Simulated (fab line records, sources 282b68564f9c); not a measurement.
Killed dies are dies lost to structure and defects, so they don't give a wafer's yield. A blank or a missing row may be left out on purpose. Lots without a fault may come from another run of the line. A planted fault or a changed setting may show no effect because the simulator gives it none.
One fault seen from 2 desks | flow rit_cmos | each desk has only its own numbers; what lay behind them comes last

THE TOOL OWNER'S DESK: rie_metal-04
The tool's own readings at RIT_M1_METAL_ETCH_12 (etches Al in Cl2/BCl3, stops on SiO2, time 165 s, target depth 600 nm): means of the sampled wafers that have a number, for each lot that ran on this tool. A lot is out of limits, marked OUT, if its mean lies more than 4 standard deviations from the usual mean; the brackets give that distance.
Columns: A = drypump_motor_current_A at RIT_M1_METAL_ETCH_12, usual 5.5 A; B = he_backside_leak_sccm at RIT_M1_METAL_ETCH_12, usual 3.31 sccm; C = oes_product_au at RIT_M1_METAL_ETCH_12, usual 0.776 a.u.; D = rf_fwd_power_W at RIT_M1_METAL_ETCH_12, usual 248.8 W; E = throttle_valve_pct at RIT_M1_METAL_ETCH_12, usual 8.43 %
lot  | first seen here | A   | B    | C     | D                       | E
L845 | day 4 03:04     | 5.2 | 3.44 | 0.770 | 249.2                   | 8.37
L849 | day 4 22:43     | 5.3 | 3.34 | 0.774 | 248.5                   | 8.40
L852 | day 5 15:53     | 5.3 | 3.36 | 0.772 | 248.7                   | 8.40
L856 | day 6 18:51     | 5.3 | 3.29 | 0.762 | 182.5 (-80) OUT         | 8.41
L858 | day 7 10:59     | 5.5 | 3.23 | 0.745 | 149.0 (-99 or more) OUT | 8.43
This desk's finding: out of limits on L856, L858; first on L856, day 6 18:51 (rf_fwd_power_W at RIT_M1_METAL_ETCH_12). In limits: L845, L849, L852.

THE METROLOGY DESK
What the gauges read, lot by lot, whatever tool the lot ran on: means of the sampled wafers that have a number. A lot is out of limits, marked OUT, if its mean lies more than 4 standard deviations from the usual mean; the brackets give that distance.
Columns: A = ACTIVE_OXIDE_THK at RIT_ACTIVE_THK_MEAS_02, usual 46.7 nm; B = PWELL_RS at RIT_WELLDRIVE_RS_MEAS_02, usual 429.6 ohm/sq; C = GATE_OXIDE_THK at RIT_GATE_THK_MEAS_07, usual 3.02 nm; D = cd_nm at RIT_M1_CD_MEAS_90, usual 2600 nm
lot  | first seen here | A    | B     | C    | D
L843 | day 1 17:04     | 48.1 | 429.5 | 2.99 | 2603
L844 | day 1 22:11     | 45.9 | 432.3 | 3.07 | 2602
L845 | day 2 03:47     | 47.0 | 429.8 | 2.98 | 2602
L846 | day 2 08:03     | 46.2 | 429.1 | 2.90 | 2602
L847 | day 2 14:44     | 48.2 | 431.2 | 3.00 | 2603
L848 | day 2 18:05     | 47.6 | 431.6 | 2.97 | 2599
L849 | day 2 23:23     | 45.9 | 430.8 | 2.99 | 2599
L851 | day 3 09:26     | 47.0 | 428.0 | 2.97 | 2598
L852 | day 3 15:04     | 46.7 | 430.1 | 3.04 | 2599
L856 | day 4 12:06     | 47.4 | 427.6 | 2.98 | 2607
L858 | day 4 20:44     | 46.1 | 428.3 | 3.06 | 2615 (+4.4) OUT
L859 | day 5 03:10     | 46.6 | 428.5 | 3.06 | 2599
L863 | day 6 00:59     | 46.3 | 431.2 | 3.00 | 2600
L865 | day 6 08:43     | 46.7 | 428.4 | 3.16 | 2597
This desk's finding: out of limits on L858; first on L858, day 7 11:41 (cd_nm at RIT_M1_CD_MEAS_90). In limits: L843, L844, L845, L846, L847, L848, L849, L851, L852, L856, L859, L863, L865.

PUT TOGETHER
The tool owner's desk could have raised an alarm at day 6 18:51, on L856, L858.
The metrology desk could have raised an alarm at day 7 11:41, on L858.
The metrology desk has L856 on record, within its limits.
Of the lots named, all ran RIT_M1_METAL_ETCH_12 on rie_metal-04.

WHAT THE SIMULATOR HAD PUT IN
Process parameter drift: rie_metal-04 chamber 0, from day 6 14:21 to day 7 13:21, at RIT_M1_METAL_ETCH_12. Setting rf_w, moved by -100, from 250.
Lots struck among those shown: L856, L858.
Hours from the fault's start to each desk's first reading out of limits: the tool owner's desk, 4; the metrology desk, 21.
